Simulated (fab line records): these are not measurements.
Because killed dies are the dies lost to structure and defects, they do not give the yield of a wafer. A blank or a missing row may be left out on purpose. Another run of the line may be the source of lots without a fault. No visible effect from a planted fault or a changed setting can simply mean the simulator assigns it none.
Which tool did it? || flow berkeleyCmos170 || 48 wafers from 16 lots sampled at 6 of the route's 331 steps

WHAT THE GAUGES SHOWED, per wafer
UCB170_PWELL_THK_MEAS_03.
{"lot": "L936", "measured": "day 2 11:32", "on": "filmMetro-02", "PWELL_OXIDE_THK (nm)": "27.7 27.5 27.4"}
{"lot": "L938", "measured": "day 3 01:43", "on": "filmMetro-02", "PWELL_OXIDE_THK (nm)": "27.1 26.7 26.9"}
{"lot": "L939", "measured": "day 3 11:31", "on": "filmMetro-04", "PWELL_OXIDE_THK (nm)": "26.0 25.4 25.3"}
{"lot": "L940", "measured": "day 3 11:31", "on": "filmMetro-02", "PWELL_OXIDE_THK (nm)": "25.3 26.2 25.4"}
{"lot": "L941", "measured": "day 3 17:57", "on": "filmMetro-02", "PWELL_OXIDE_THK (nm)": "27.2 26.8 27.1"}
{"lot": "L942", "measured": "day 4 02:20", "on": "filmMetro-04", "PWELL_OXIDE_THK (nm)": "25.6 25.3 25.5"}
{"lot": "L945", "measured": "day 4 11:50", "on": "filmMetro-01", "PWELL_OXIDE_THK (nm)": "27.1 26.9 26.8"}
{"lot": "L948", "measured": "day 5 04:31", "on": "filmMetro-01", "PWELL_OXIDE_THK (nm)": "26.6 26.9 27.2"}
{"lot": "L950", "measured": "day 5 13:07", "on": "filmMetro-02", "PWELL_OXIDE_THK (nm)": "26.4 26.6 26.4"}
{"lot": "L949", "measured": "day 5 13:07", "on": "filmMetro-01", "PWELL_OXIDE_THK (nm)": "25.8 25.7 25.9"}
{"lot": "L951", "measured": "day 5 17:32", "on": "filmMetro-01", "PWELL_OXIDE_THK (nm)": "26.2 25.7 25.6"}
{"lot": "L952", "measured": "day 5 21:43", "on": "filmMetro-01", "PWELL_OXIDE_THK (nm)": "26.1 26.2 26.2"}
{"lot": "L956", "measured": "day 6 20:40", "on": "filmMetro-02", "PWELL_OXIDE_THK (nm)": "26.4 26.2 26.3"}
{"lot": "L957", "measured": "day 7 02:50", "on": "filmMetro-01", "PWELL_OXIDE_THK (nm)": "26.5 26.2 26.2"}
{"lot": "L958", "measured": "day 7 06:43", "on": "filmMetro-02", "PWELL_OXIDE_THK (nm)": "26.0 25.9 26.2"}
{"lot": "L959", "measured": "day 7 15:08", "on": "filmMetro-02", "PWELL_OXIDE_THK (nm)": "26.8 27.1 27.1"}

UCB170_NSD_CD_MEAS_06: the cd target is 1200 nm.
{"lot": "L936", "measured": "day 6 04:26", "on": "cdSem-02", "cdNm (nm)": "1199.7 1200.2 1199.8"}
{"lot": "L938", "measured": "day 7 05:08", "on": "cdSem-01", "cdNm (nm)": "1197.7 1197.5 1197.4"}
{"lot": "L939", "measured": "day 7 04:27", "on": "cdSem-02", "cdNm (nm)": "1200.5 1202.1 1199.4"}
{"lot": "L940", "measured": "day 7 05:07", "on": "cdSem-02", "cdNm (nm)": "1198.6 1199.1 1198.2"}
{"lot": "L941", "measured": "day 7 15:55", "on": "cdSem-02", "cdNm (nm)": "1201.0 1200.7 1201.5"}
{"lot": "L942", "measured": "day 8 05:05", "on": "cdSem-01", "cdNm (nm)": "1196.6 1198.3 1198.6"}
{"lot": "L945", "measured": "day 8 13:40", "on": "cdSem-02", "cdNm (nm)": "1201.5 1199.4 1199.9"}
{"lot": "L948", "measured": "day 9 18:53", "on": "cdSem-02", "cdNm (nm)": "1199.9 1198.5 1199.4"}
{"lot": "L950", "measured": "day 10 05:44", "on": "cdSem-02", "cdNm (nm)": "1201.1 1200.2 1200.8"}
{"lot": "L949", "measured": "day 10 05:53", "on": "cdSem-01", "cdNm (nm)": "1201.6 1201.3 1200.5"}
{"lot": "L951", "measured": "day 10 06:17", "on": "cdSem-02", "cdNm (nm)": "1202.2 1201.7 1200.7"}
{"lot": "L952", "measured": "day 10 06:00", "on": "cdSem-02", "cdNm (nm)": "1197.9 1198.7 1197.5"}
{"lot": "L956", "measured": "day 11 07:51", "on": "cdSem-02", "cdNm (nm)": "1201.0 1201.5 1200.9"}
{"lot": "L957", "measured": "day 11 08:19", "on": "cdSem-02", "cdNm (nm)": "1200.2 1200.4 1199.1"}
{"lot": "L958", "measured": "day 11 08:44", "on": "cdSem-01", "cdNm (nm)": "1197.9 1199.0 1198.1"}
{"lot": "L959", "measured": "day 12 02:10", "on": "cdSem-01", "cdNm (nm)": "1199.7 1199.7 1201.7"}

UCB170_SDANNEAL_RS_MEAS_04: uses a four-point probe to measure.
{"lot": "L936", "measured": "day 6 06:26", "on": "filmMetro-04", "PLDD_RS (ohm/sq)": "1030.8 1033.6 1034.4"}
{"lot": "L938", "measured": "day 7 07:06", "on": "filmMetro-04", "PLDD_RS (ohm/sq)": "1031.9 1033.3 1030.1"}
{"lot": "L939", "measured": "day 7 06:19", "on": "filmMetro-04", "PLDD_RS (ohm/sq)": "1030.5 1029.9 1028.6"}
{"lot": "L940", "measured": "day 7 06:50", "on": "filmMetro-03", "PLDD_RS (ohm/sq)": "1029.3 1032.0 1028.6"}
{"lot": "L941", "measured": "day 7 17:43", "on": "filmMetro-04", "PLDD_RS (ohm/sq)": "1031.0 1032.5 1033.9"}
{"lot": "L942", "measured": "day 8 06:49", "on": "filmMetro-03", "PLDD_RS (ohm/sq)": "1026.1 1028.8 1030.6"}
{"lot": "L945", "measured": "day 8 15:24", "on": "filmMetro-01", "PLDD_RS (ohm/sq)": "1034.8 1033.7 1030.6"}
{"lot": "L948", "measured": "day 9 20:49", "on": "filmMetro-04", "PLDD_RS (ohm/sq)": "1031.7 1032.1 1033.4"}
{"lot": "L950", "measured": "day 10 09:52", "on": "filmMetro-03", "PLDD_RS (ohm/sq)": "899.9 900.4 897.4"}
{"lot": "L949", "measured": "day 10 10:01", "on": "filmMetro-04", "PLDD_RS (ohm/sq)": "901.5 898.8 899.7"}
{"lot": "L951", "measured": "day 10 10:21", "on": "filmMetro-01", "PLDD_RS (ohm/sq)": "900.2 900.5 900.1"}
{"lot": "L952", "measured": "day 10 09:52", "on": "filmMetro-01", "PLDD_RS (ohm/sq)": "901.5 899.5 898.1"}
{"lot": "L956", "measured": "day 11 10:04", "on": "filmMetro-03", "PLDD_RS (ohm/sq)": "1031.7 1030.9 1027.7"}
{"lot": "L957", "measured": "day 11 10:25", "on": "filmMetro-04", "PLDD_RS (ohm/sq)": "1029.8 1029.8 1031.1"}
{"lot": "L958", "measured": "day 11 11:06", "on": "filmMetro-03", "PLDD_RS (ohm/sq)": "1029.2 1029.6 1028.1"}
{"lot": "L959", "measured": "day 12 05:20", "on": "filmMetro-04", "PLDD_RS (ohm/sq)": "1030.0 1028.8 1026.6"}

UCB170_SDANNEAL_RS_MEAS_05: uses a four-point probe to measure.
{"lot": "L936", "measured": "day 6 06:34", "on": "filmMetro-04", "NLDD_RS (ohm/sq)": "620.0 619.5 617.1"}
{"lot": "L938", "measured": "day 7 07:13", "on": "filmMetro-04", "NLDD_RS (ohm/sq)": "616.5 617.1 617.7"}
{"lot": "L939", "measured": "day 7 06:26", "on": "filmMetro-04", "NLDD_RS (ohm/sq)": "617.1 619.3 616.5"}
{"lot": "L940", "measured": "day 7 06:58", "on": "filmMetro-03", "NLDD_RS (ohm/sq)": "619.2 621.2 619.1"}
{"lot": "L941", "measured": "day 7 17:50", "on": "filmMetro-04", "NLDD_RS (ohm/sq)": "620.2 618.2 618.4"}
{"lot": "L942", "measured": "day 8 06:56", "on": "filmMetro-03", "NLDD_RS (ohm/sq)": "619.1 618.3 617.3"}
{"lot": "L945", "measured": "day 8 15:31", "on": "filmMetro-01", "NLDD_RS (ohm/sq)": "618.7 618.3 618.6"}
{"lot": "L948", "measured": "day 9 20:56", "on": "filmMetro-04", "NLDD_RS (ohm/sq)": "618.3 617.7 617.0"}
{"lot": "L950", "measured": "day 10 09:59", "on": "filmMetro-03", "NLDD_RS (ohm/sq)": "600.6 601.8 601.7"}
{"lot": "L949", "measured": "day 10 10:08", "on": "filmMetro-04", "NLDD_RS (ohm/sq)": "599.8 602.3 601.8"}
{"lot": "L951", "measured": "day 10 10:28", "on": "filmMetro-01", "NLDD_RS (ohm/sq)": "603.0 601.2 604.4"}
{"lot": "L952", "measured": "day 10 09:59", "on": "filmMetro-01", "NLDD_RS (ohm/sq)": "601.4 600.9 602.0"}
{"lot": "L956", "measured": "day 11 10:11", "on": "filmMetro-03", "NLDD_RS (ohm/sq)": "618.2 619.7 619.3"}
{"lot": "L957", "measured": "day 11 10:32", "on": "filmMetro-04", "NLDD_RS (ohm/sq)": "617.7 619.4 618.1"}
{"lot": "L958", "measured": "day 11 11:13", "on": "filmMetro-03", "NLDD_RS (ohm/sq)": "620.0 618.9 621.0"}
{"lot": "L959", "measured": "day 12 05:27", "on": "filmMetro-04", "NLDD_RS (ohm/sq)": "619.0 618.5 620.3"}

WHAT TOOL EACH LOT RAN ON (gives the tool, then ch and the chambers of the sampled wafers, and finally the start)
{"lot": "L936", "UCB170_PVT_STRIP_08": "plasmaAsher-04 ch 0,1, day 5 05:43", "UCB170_SPACER_ANNEAL_02": "furnace-04 ch 0, day 6 00:03"}
{"lot": "L938", "UCB170_PVT_STRIP_08": "plasmaAsher-04 ch 0,1, day 6 03:27", "UCB170_SPACER_ANNEAL_02": "furnace-04 ch 0, day 7 00:13"}
{"lot": "L939", "UCB170_PVT_STRIP_08": "plasmaAsher-03 ch 0,1, day 6 03:04", "UCB170_SPACER_ANNEAL_02": "furnace-04 ch 0, day 7 00:13"}
{"lot": "L940", "UCB170_PVT_STRIP_08": "plasmaAsher-02 ch 0,1, day 6 03:44", "UCB170_SPACER_ANNEAL_02": "furnace-04 ch 0, day 7 00:13"}
{"lot": "L941", "UCB170_PVT_STRIP_08": "plasmaAsher-02 ch 0,1, day 6 13:40", "UCB170_SPACER_ANNEAL_02": "furnace-04 ch 0, day 7 10:24"}
{"lot": "L942", "UCB170_PVT_STRIP_08": "plasmaAsher-04 ch 0,1, day 6 22:54", "UCB170_SPACER_ANNEAL_02": "furnace-03 ch 0, day 7 22:02"}
{"lot": "L945", "UCB170_PVT_STRIP_08": "plasmaAsher-04 ch 0,1, day 7 07:01", "UCB170_SPACER_ANNEAL_02": "furnace-03 ch 0, day 8 07:32"}
{"lot": "L948", "UCB170_PVT_STRIP_08": "plasmaAsher-03 ch 0,1, day 8 07:29", "UCB170_SPACER_ANNEAL_02": "furnace-03 ch 0, day 9 14:32"}
{"lot": "L950", "UCB170_PVT_STRIP_08": "plasmaAsher-02 ch 0,1, day 8 13:16", "UCB170_SPACER_ANNEAL_02": "furnace-04 ch 0, day 9 22:49"}
{"lot": "L949", "UCB170_PVT_STRIP_08": "plasmaAsher-04 ch 0,1, day 8 13:16", "UCB170_SPACER_ANNEAL_02": "furnace-04 ch 0, day 9 22:49"}
{"lot": "L951", "UCB170_PVT_STRIP_08": "plasmaAsher-04 ch 0,1, day 9 02:16", "UCB170_SPACER_ANNEAL_02": "furnace-04 ch 0, day 9 22:49"}
{"lot": "L952", "UCB170_PVT_STRIP_08": "plasmaAsher-03 ch 0,1, day 9 01:50", "UCB170_SPACER_ANNEAL_02": "furnace-04 ch 0, day 9 22:49"}
{"lot": "L956", "UCB170_PVT_STRIP_08": "plasmaAsher-03 ch 0,1, day 10 07:03", "UCB170_SPACER_ANNEAL_02": "furnace-01 ch 0, day 11 02:39"}
{"lot": "L957", "UCB170_PVT_STRIP_08": "plasmaAsher-02 ch 0,1, day 10 10:26", "UCB170_SPACER_ANNEAL_02": "furnace-01 ch 0, day 11 02:39"}
{"lot": "L958", "UCB170_PVT_STRIP_08": "plasmaAsher-04 ch 0,1, day 10 10:48", "UCB170_SPACER_ANNEAL_02": "furnace-01 ch 0, day 11 02:39"}
{"lot": "L959", "UCB170_PVT_STRIP_08": "plasmaAsher-03 ch 0, day 11 00:19", "UCB170_SPACER_ANNEAL_02": "furnace-03 ch 0, day 11 21:17"}
- UCB170_PVT_STRIP_08: strips in O2.
- UCB170_SPACER_ANNEAL_02: time 1800 s.

AS READ BY THE TOOLS THEMSELVES (means over the sampled wafers that have a number; for cases with no such wafer, the mark the record gives instead)
UCB170_PVT_STRIP_08.
{"lot": "L936", "tool": "plasmaAsher-04", "drypumpMotorCurrentA (A)": 5.9, "oesProductAu (a.u.)": 0.738, "stripTimeToEndpointS (s)": 21.70}
{"lot": "L938", "tool": "plasmaAsher-04", "drypumpMotorCurrentA (A)": 5.9, "oesProductAu (a.u.)": 0.738, "stripTimeToEndpointS (s)": 21.68}
{"lot": "L939", "tool": "plasmaAsher-03", "drypumpMotorCurrentA (A)": 6.0, "oesProductAu (a.u.)": 0.733, "stripTimeToEndpointS (s)": 21.68}
{"lot": "L940", "tool": "plasmaAsher-02", "drypumpMotorCurrentA (A)": 5.3, "oesProductAu (a.u.)": 0.738, "stripTimeToEndpointS (s)": 21.60}
{"lot": "L941", "tool": "plasmaAsher-02", "drypumpMotorCurrentA (A)": 5.3, "oesProductAu (a.u.)": 0.734, "stripTimeToEndpointS (s)": 21.61}
{"lot": "L942", "tool": "plasmaAsher-04", "drypumpMotorCurrentA (A)": 6.3, "oesProductAu (a.u.)": 0.732, "stripTimeToEndpointS (s)": 21.65}
{"lot": "L945", "tool": "plasmaAsher-04", "drypumpMotorCurrentA (A)": 6.3, "oesProductAu (a.u.)": 0.737, "stripTimeToEndpointS (s)": 21.71}
{"lot": "L948", "tool": "plasmaAsher-03", "drypumpMotorCurrentA (A)": 6.1, "oesProductAu (a.u.)": 0.733, "stripTimeToEndpointS (s)": 21.71}
{"lot": "L950", "tool": "plasmaAsher-02", "drypumpMotorCurrentA (A)": 5.3, "oesProductAu (a.u.)": 0.737, "stripTimeToEndpointS (s)": 21.56}
{"lot": "L949", "tool": "plasmaAsher-04", "drypumpMotorCurrentA (A)": 6.2, "oesProductAu (a.u.)": 0.734, "stripTimeToEndpointS (s)": 21.58}
{"lot": "L951", "tool": "plasmaAsher-04", "drypumpMotorCurrentA (A)": 5.9, "oesProductAu (a.u.)": 0.733, "stripTimeToEndpointS (s)": 21.65}
{"lot": "L952", "tool": "plasmaAsher-03", "drypumpMotorCurrentA (A)": 6.1, "oesProductAu (a.u.)": 0.732, "stripTimeToEndpointS (s)": 21.62}
{"lot": "L956", "tool": "plasmaAsher-03", "drypumpMotorCurrentA (A)": 6.1, "oesProductAu (a.u.)": 0.730, "stripTimeToEndpointS (s)": 21.68}
{"lot": "L957", "tool": "plasmaAsher-02", "drypumpMotorCurrentA (A)": 5.3, "oesProductAu (a.u.)": 0.733, "stripTimeToEndpointS (s)": 21.65}
{"lot": "L958", "tool": "plasmaAsher-04", "drypumpMotorCurrentA (A)": 6.3, "oesProductAu (a.u.)": 0.735, "stripTimeToEndpointS (s)": 21.66}
{"lot": "L959", "tool": "plasmaAsher-03", "drypumpMotorCurrentA (A)": 6.2, "oesProductAu (a.u.)": 0.730, "stripTimeToEndpointS (s)": 21.69}

UCB170_SPACER_ANNEAL_02.
{"lot": "L936", "tool": "furnace-04", "spikeTcCentreC (C)": 900.6, "spikeTcLoadC (C)": 926.3, "spikeTcSourceC (C)": 922.0, "tubeCenterTempC (C)": 900, "tube_center_temp_C_max": 902.3, "zonePowerCentrePct (%)": 40, "zonePowerSourcePct (%)": 24.8}
{"lot": "L938", "tool": "furnace-04", "spikeTcCentreC (C)": 900.4, "spikeTcLoadC (C)": 926.3, "spikeTcSourceC (C)": 923.3, "tubeCenterTempC (C)": 900, "tube_center_temp_C_max": 902.8, "zonePowerCentrePct (%)": 41, "zonePowerSourcePct (%)": 24.9}
{"lot": "L939", "tool": "furnace-04", "spikeTcCentreC (C)": 899.9, "spikeTcLoadC (C)": 927.2, "spikeTcSourceC (C)": 924.8, "tubeCenterTempC (C)": 900, "tube_center_temp_C_max": 902.6, "zonePowerCentrePct (%)": 40, "zonePowerSourcePct (%)": 24.8}
{"lot": "L940", "tool": "furnace-04", "spikeTcCentreC (C)": 899.6, "spikeTcLoadC (C)": 926.1, "spikeTcSourceC (C)": 923.7, "tubeCenterTempC (C)": 900, "tube_center_temp_C_max": 902.3, "zonePowerCentrePct (%)": 40, "zonePowerSourcePct (%)": 25.0}
{"lot": "L941", "tool": "furnace-04", "spikeTcCentreC (C)": 900.7, "spikeTcLoadC (C)": 926.2, "spikeTcSourceC (C)": 923.2, "tubeCenterTempC (C)": 900, "tube_center_temp_C_max": 902.1, "zonePowerCentrePct (%)": 40, "zonePowerSourcePct (%)": 24.7}
{"lot": "L942", "tool": "furnace-03", "spikeTcCentreC (C)": 904.1, "spikeTcLoadC (C)": 922.8, "spikeTcSourceC (C)": 923.5, "tubeCenterTempC (C)": 900, "tube_center_temp_C_max": 902.3, "zonePowerCentrePct (%)": 47, "zonePowerSourcePct (%)": 24.7}
{"lot": "L945", "tool": "furnace-03", "spikeTcCentreC (C)": 903.6, "spikeTcLoadC (C)": 922.6, "spikeTcSourceC (C)": 923.5, "tubeCenterTempC (C)": 900, "tube_center_temp_C_max": 902.0, "zonePowerCentrePct (%)": 47, "zonePowerSourcePct (%)": 24.8}
{"lot": "L948", "tool": "furnace-03", "spikeTcCentreC (C)": 903.1, "spikeTcLoadC (C)": 923.2, "spikeTcSourceC (C)": 923.2, "tubeCenterTempC (C)": 900, "tube_center_temp_C_max": 902.3, "zonePowerCentrePct (%)": 47, "zonePowerSourcePct (%)": 25.0}
{"lot": "L950", "tool": "furnace-04", "spikeTcCentreC (C)": 950.5, "spikeTcLoadC (C)": 976.6, "spikeTcSourceC (C)": 973.8, "tubeCenterTempC (C)": 950, "tube_center_temp_C_max": 952.9, "zonePowerCentrePct (%)": 44, "zonePowerSourcePct (%)": 28.3}
{"lot": "L949", "tool": "furnace-04", "spikeTcCentreC (C)": 950.4, "spikeTcLoadC (C)": 977.2, "spikeTcSourceC (C)": 972.5, "tubeCenterTempC (C)": 950, "tube_center_temp_C_max": 952.3, "zonePowerCentrePct (%)": 43, "zonePowerSourcePct (%)": 28.2}
{"lot": "L951", "tool": "furnace-04", "spikeTcCentreC (C)": 950.4, "spikeTcLoadC (C)": 976.6, "spikeTcSourceC (C)": 974.0, "tubeCenterTempC (C)": 950, "tube_center_temp_C_max": 951.9, "zonePowerCentrePct (%)": 43, "zonePowerSourcePct (%)": 28.4}
{"lot": "L952", "tool": "furnace-04", "spikeTcCentreC (C)": 949.9, "spikeTcLoadC (C)": 975.4, "spikeTcSourceC (C)": 975.2, "tubeCenterTempC (C)": 950, "tube_center_temp_C_max": 952.3, "zonePowerCentrePct (%)": 43, "zonePowerSourcePct (%)": 28.5}
{"lot": "L956", "tool": "furnace-01", "spikeTcCentreC (C)": 901.4, "spikeTcLoadC (C)": 923.3, "spikeTcSourceC (C)": 918.1, "tubeCenterTempC (C)": 900, "tube_center_temp_C_max": 902.1, "zonePowerCentrePct (%)": 49, "zonePowerSourcePct (%)": 26.7}
{"lot": "L957", "tool": "furnace-01", "spikeTcCentreC (C)": 902.5, "spikeTcLoadC (C)": 923.1, "spikeTcSourceC (C)": 919.3, "tubeCenterTempC (C)": 900, "tube_center_temp_C_max": 901.9, "zonePowerCentrePct (%)": 49, "zonePowerSourcePct (%)": 27.1}
{"lot": "L958", "tool": "furnace-01", "spikeTcCentreC (C)": 901.4, "spikeTcLoadC (C)": 922.8, "spikeTcSourceC (C)": 919.2, "tubeCenterTempC (C)": 900, "tube_center_temp_C_max": 902.4, "zonePowerCentrePct (%)": 50, "zonePowerSourcePct (%)": 27.3}
{"lot": "L959", "tool": "furnace-03", "spikeTcCentreC (C)": 903.4, "spikeTcLoadC (C)": 923.3, "spikeTcSourceC (C)": 922.4, "tubeCenterTempC (C)": 900, "tube_center_temp_C_max": 902.3, "zonePowerCentrePct (%)": 47, "zonePowerSourcePct (%)": 24.7}

THE ANSWER, worked out from the rows above alone
Rule: what is usual is taken from the lots themselves. Put in order of their means at a reading, lots are off if they are a third of the lots or fewer, leave a main group of 4 or more, and stand apart from it by a gap of 3 or more times the standard deviation of the main group's means; of several such gaps the widest counts. If all means in a main group match to the digits the tables above print for the reading, that group is not used. A lot without any number at a reading at which 4 lots or more have one is off too. The other lots that the step has rows for count as sound. Order of review: gauges by route order, followed by the tools' own readings, for which a lot's mean as printed above is used. At the first step where some lot is off, the reading lying furthest off is the one used; lots without a number count as furthest.
Off: L950, L949, L951, L952, seen at UCB170_SDANNEAL_RS_MEAS_04 (PLDD_RS). The main group has a mean of 1030.7 ohm/sq with a standard deviation of 1.6.
A tool fits if, at a process step before that reading, it ran every lot that is off, and no sound lot after the first of them. The gauges at UCB170_SDANNEAL_RS_MEAS_04 aren't tried: what is off there is off at UCB170_SPACER_ANNEAL_02 too, on other tools, and a gauge's error can't cause that. One fits: UCB170_SPACER_ANNEAL_02 on furnace-04. Its last sound lot is L941 (day 7 10:24), its first lot that is off L949 (day 9 22:49): a fault that began between those two fits.
The tool's own readings at UCB170_SPACER_ANNEAL_02 bear it out: on the lots that are off they differ by more than 5 times the standard deviation of the sound lots' means. spikeTcCentreC reads 950.3 C there against 901.7 C on the sound lots; spikeTcLoadC reads 976.5 C there against 924.4 C on the sound lots; spikeTcSourceC reads 973.9 C there against 922.2 C on the sound lots; tubeCenterTempC reads 950 C there against 900 C on the sound lots; tube_center_temp_C_max reads 952.3 there against 902.3 on the sound lots.

WHAT THE SIMULATOR PUT IN
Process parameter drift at UCB170_SPACER_ANNEAL_02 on furnace-04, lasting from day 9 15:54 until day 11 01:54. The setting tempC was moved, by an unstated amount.
Lots struck among those shown: L950, L949, L951, L952. The rule given above showed the same thing.
